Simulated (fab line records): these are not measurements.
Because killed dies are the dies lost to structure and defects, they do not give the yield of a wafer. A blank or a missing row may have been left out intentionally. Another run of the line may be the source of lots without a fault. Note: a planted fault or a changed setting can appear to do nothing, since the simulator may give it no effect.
A sampling plan put to the test    flow berkeleyCmos170    18 faults told of in these records, all on one fab line, each judged by the records of the lots it struck
The line's own looks make up the plan; these are the steps of the route where a gauge or inspection reads the wafer and leaves it unchanged. Where struck wafers have a number at a look and the file lists that look's usual mean and standard deviation on fault-free wafers, the look can be judged. Caught: at a look after the fault's first step, the mean of the struck wafers lies 4 or more of those standard deviations (sigma) from the usual mean. On the tool: the identical test, applied to the tool's own readings at the steps of the fault. If the struck wafers alone have a blank record, or they carry another recipe, that too counts as caught.

== THE FAULTS, as the simulator had put them in ==
1. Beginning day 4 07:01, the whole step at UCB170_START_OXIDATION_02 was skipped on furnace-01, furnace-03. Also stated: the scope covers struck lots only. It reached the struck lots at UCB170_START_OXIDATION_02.
2. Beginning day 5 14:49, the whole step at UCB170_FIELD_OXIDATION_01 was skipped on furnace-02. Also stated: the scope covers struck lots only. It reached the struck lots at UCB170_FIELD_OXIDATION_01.
3. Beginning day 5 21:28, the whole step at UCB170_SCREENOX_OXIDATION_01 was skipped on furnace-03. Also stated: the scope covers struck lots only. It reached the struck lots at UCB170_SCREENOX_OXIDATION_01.
4. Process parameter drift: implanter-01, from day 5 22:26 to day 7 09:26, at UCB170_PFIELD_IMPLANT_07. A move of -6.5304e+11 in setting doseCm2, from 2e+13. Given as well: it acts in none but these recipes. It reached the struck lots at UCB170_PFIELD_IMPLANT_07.
5. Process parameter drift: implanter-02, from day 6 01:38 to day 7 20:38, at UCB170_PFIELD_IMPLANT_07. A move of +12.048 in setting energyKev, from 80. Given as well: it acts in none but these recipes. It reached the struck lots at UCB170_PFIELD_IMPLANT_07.
6. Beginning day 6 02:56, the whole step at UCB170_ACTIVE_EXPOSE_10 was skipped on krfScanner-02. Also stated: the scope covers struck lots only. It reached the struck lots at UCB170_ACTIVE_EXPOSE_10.
7. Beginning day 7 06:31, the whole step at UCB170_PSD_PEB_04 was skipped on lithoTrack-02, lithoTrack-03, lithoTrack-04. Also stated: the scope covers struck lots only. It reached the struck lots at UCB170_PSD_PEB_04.
8. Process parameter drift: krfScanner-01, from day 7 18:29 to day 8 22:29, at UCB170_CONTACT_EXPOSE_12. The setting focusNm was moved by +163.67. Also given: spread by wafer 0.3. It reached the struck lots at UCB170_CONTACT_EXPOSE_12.
9. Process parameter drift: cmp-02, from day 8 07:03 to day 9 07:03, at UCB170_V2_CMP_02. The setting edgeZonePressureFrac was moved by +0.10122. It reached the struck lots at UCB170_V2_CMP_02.
10. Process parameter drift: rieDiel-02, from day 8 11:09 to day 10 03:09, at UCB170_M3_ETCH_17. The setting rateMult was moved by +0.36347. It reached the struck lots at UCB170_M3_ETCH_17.
11. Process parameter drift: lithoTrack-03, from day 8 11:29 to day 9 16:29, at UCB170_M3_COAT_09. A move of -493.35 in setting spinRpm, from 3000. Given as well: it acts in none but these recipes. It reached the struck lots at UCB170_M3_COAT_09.
12. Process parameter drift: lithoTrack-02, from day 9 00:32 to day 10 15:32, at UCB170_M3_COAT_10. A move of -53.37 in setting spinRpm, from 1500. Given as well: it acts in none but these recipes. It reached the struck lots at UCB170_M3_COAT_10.
13. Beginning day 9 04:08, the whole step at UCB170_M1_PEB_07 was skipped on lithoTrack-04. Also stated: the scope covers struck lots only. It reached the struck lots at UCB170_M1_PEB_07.
14. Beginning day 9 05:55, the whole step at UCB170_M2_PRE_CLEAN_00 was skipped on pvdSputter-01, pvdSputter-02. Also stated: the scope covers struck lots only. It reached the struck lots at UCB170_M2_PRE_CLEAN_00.
15. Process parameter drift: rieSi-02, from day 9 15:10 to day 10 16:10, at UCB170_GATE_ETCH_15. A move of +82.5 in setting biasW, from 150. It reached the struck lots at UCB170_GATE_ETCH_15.
16. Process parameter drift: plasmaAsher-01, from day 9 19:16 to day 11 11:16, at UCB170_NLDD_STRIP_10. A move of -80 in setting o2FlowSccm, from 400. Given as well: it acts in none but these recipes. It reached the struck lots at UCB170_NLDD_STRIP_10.
17. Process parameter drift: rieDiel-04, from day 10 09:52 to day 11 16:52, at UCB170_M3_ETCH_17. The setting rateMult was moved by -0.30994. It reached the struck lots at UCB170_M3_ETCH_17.
18. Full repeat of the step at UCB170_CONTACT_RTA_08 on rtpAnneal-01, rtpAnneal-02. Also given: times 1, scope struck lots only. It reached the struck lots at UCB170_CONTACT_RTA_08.

== WHAT THE PLAN SAW ==
fault  on the tool itself                                first look that catches it                       reading, sigma  median hours from its first step to that look  hours from the fault's start to the first struck lot there  judged looks passed uncaught
1      the tool's record is blank for the struck wafers  no look after it can be judged                   -               -                                              -                                                           0
2      the tool's record is blank for the struck wafers  no look after it can be judged                   -               -                                              -                                                           0
3      the tool's record is blank for the struck wafers  no look after it can be judged                   -               -                                              -                                                           0
4      doseIonsCm2 -27 sigma                             not the one look that can be judged after it     -               -                                              -                                                           1
5      beamEnergyKeV +99 or beyond sigma                 no look after it can be judged                   -               -                                              -                                                           0
6      no reading that can be judged                     no look after it can be judged                   -               -                                              -                                                           0
7      the tool's record is blank for the struck wafers  no look after it can be judged                   -               -                                              -                                                           0
8      exposureDoseMJCm2 -6.8 sigma                      not the one look that can be judged after it     -               -                                              -                                                           1
9      edgeZonePressureFrac +19 sigma                    no look after it can be judged                   -               -                                              -                                                           0
10     oesProductAu +12 sigma                            no look after it can be judged                   -               -                                              -                                                           0
11     spinSpeedRpm -99 or beyond sigma                  no look after it can be judged                   -               -                                              -                                                           0
12     spinSpeedRpm -56 sigma                            not the one look that can be judged after it     -               -                                              -                                                           1
13     the tool's record is blank for the struck wafers  no look after it can be judged                   -               -                                              -                                                           0
14     the tool's record is blank for the struck wafers  no look after it can be judged                   -               -                                              -                                                           0
15     biasW +99 or beyond sigma                         no look after it can be judged                   -               -                                              -                                                           0
16     o2FlowSccm -72 sigma                              none of the 2 looks that can be judged after it  -               -                                              -                                                           2
17     oesProductAu -10 sigma                            no look after it can be judged                   -               -                                              -                                                           0
18     under 2 sigma                                     no look after it can be judged                   -               -                                              -                                                           0
A dash: this means the fault isn't caught or the number doesn't appear in these records.

Caught at a look: 0 of 18. Caught on the tool: 16 of 18. By one or the other: 16 of 18.
Faults caught by the tool alone: 1, 2, 3, 4, 5, 7, 8, 9, 10, 11, 12, 13, 14, 15, 16, 17.
Caught by neither: faults 6, 18.
